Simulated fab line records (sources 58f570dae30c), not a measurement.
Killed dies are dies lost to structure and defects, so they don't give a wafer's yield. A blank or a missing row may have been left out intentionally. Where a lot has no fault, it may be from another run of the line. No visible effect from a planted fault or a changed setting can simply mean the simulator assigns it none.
Which tool was responsible? || flow berkeley-cmos170 || 7 lots, 21 wafers sampled, at 3 steps of a route of 331

== WHAT THE GAUGES SHOWED, per wafer ==
UCB170_V1_BOW_MEAS_03.
{"lot": "L120", "measured": "day 8 01:08", "on": "film-metro-01", "V1_BOW (um)": "25 20 28"}
{"lot": "L124", "measured": "day 8 17:56", "on": "film-metro-01", "V1_BOW (um)": "24 13 25"}
{"lot": "L128", "measured": "day 9 04:39", "on": "film-metro-03", "V1_BOW (um)": "20 23 19"}
{"lot": "L126", "measured": "day 9 04:57", "on": "film-metro-04", "V1_BOW (um)": "15 17 33"}
{"lot": "L133", "measured": "day 10 15:46", "on": "film-metro-04", "V1_BOW (um)": "25 13 32"}
{"lot": "L140", "measured": "day 11 14:27", "on": "film-metro-01", "V1_BOW (um)": "22 22 23"}
{"lot": "L142", "measured": "day 12 04:25", "on": "film-metro-01", "V1_BOW (um)": "15 24 12"}

== EACH LOT AND THE TOOL THAT RAN IT (in order: tool; ch and the chambers of the sampled wafers; start) ==
{"lot": "L120", "UCB170_CONTACT_STRIP_06": "plasma-asher-01 ch 0,1, day 7 15:47", "UCB170_M1_METAL_ETCH_12": "rie-metal-02 ch 0,1, day 7 21:25"}
{"lot": "L124", "UCB170_CONTACT_STRIP_06": "plasma-asher-04 ch 0,1, day 8 06:56", "UCB170_M1_METAL_ETCH_12": "rie-metal-02 ch 0,1, day 8 11:41"}
{"lot": "L128", "UCB170_CONTACT_STRIP_06": "plasma-asher-01 ch 0,1, day 8 17:15", "UCB170_M1_METAL_ETCH_12": "rie-metal-01 ch 0,1, day 8 22:53"}
{"lot": "L126", "UCB170_CONTACT_STRIP_06": "plasma-asher-04 ch 0,1, day 8 19:17", "UCB170_M1_METAL_ETCH_12": "rie-metal-01 ch 0,1, day 9 00:52"}
{"lot": "L133", "UCB170_CONTACT_STRIP_06": "plasma-asher-03 ch 1, day 10 08:09", "UCB170_M1_METAL_ETCH_12": "rie-metal-01 ch 0,1, day 10 12:44"}
{"lot": "L140", "UCB170_CONTACT_STRIP_06": "plasma-asher-04 ch 0,1, day 11 03:53", "UCB170_M1_METAL_ETCH_12": "rie-metal-02 ch 0,1, day 11 08:15"}
{"lot": "L142", "UCB170_CONTACT_STRIP_06": "plasma-asher-03 ch 0,1, day 11 19:48", "UCB170_M1_METAL_ETCH_12": "rie-metal-04 ch 1, day 11 23:46"}
- UCB170_CONTACT_STRIP_06: strips in O2.
- UCB170_M1_METAL_ETCH_12: etches Al in Cl2/BCl3, stops on PSG, target depth 780 nm, time 130 s.

== THE ANSWER, worked out from the rows above alone ==
Rule: what is usual is taken from the lots themselves. Put in order of their means at a reading, lots are off if they are a third of the lots or fewer, leave a main group of 4 or more, and stand apart from it by a gap of 3 or more times the standard deviation of the main group's means; of several such gaps the widest counts. Not used: any main group whose means are identical at the precision the tables above print for the reading. A lot without any number at a reading at which 4 lots or more have one is off too. Any other lot the step has rows for is counted as sound.
No lot is off on any of the readings shown, so nothing can be concluded from this.

== WHAT THE SIMULATOR HAD PUT IN ==
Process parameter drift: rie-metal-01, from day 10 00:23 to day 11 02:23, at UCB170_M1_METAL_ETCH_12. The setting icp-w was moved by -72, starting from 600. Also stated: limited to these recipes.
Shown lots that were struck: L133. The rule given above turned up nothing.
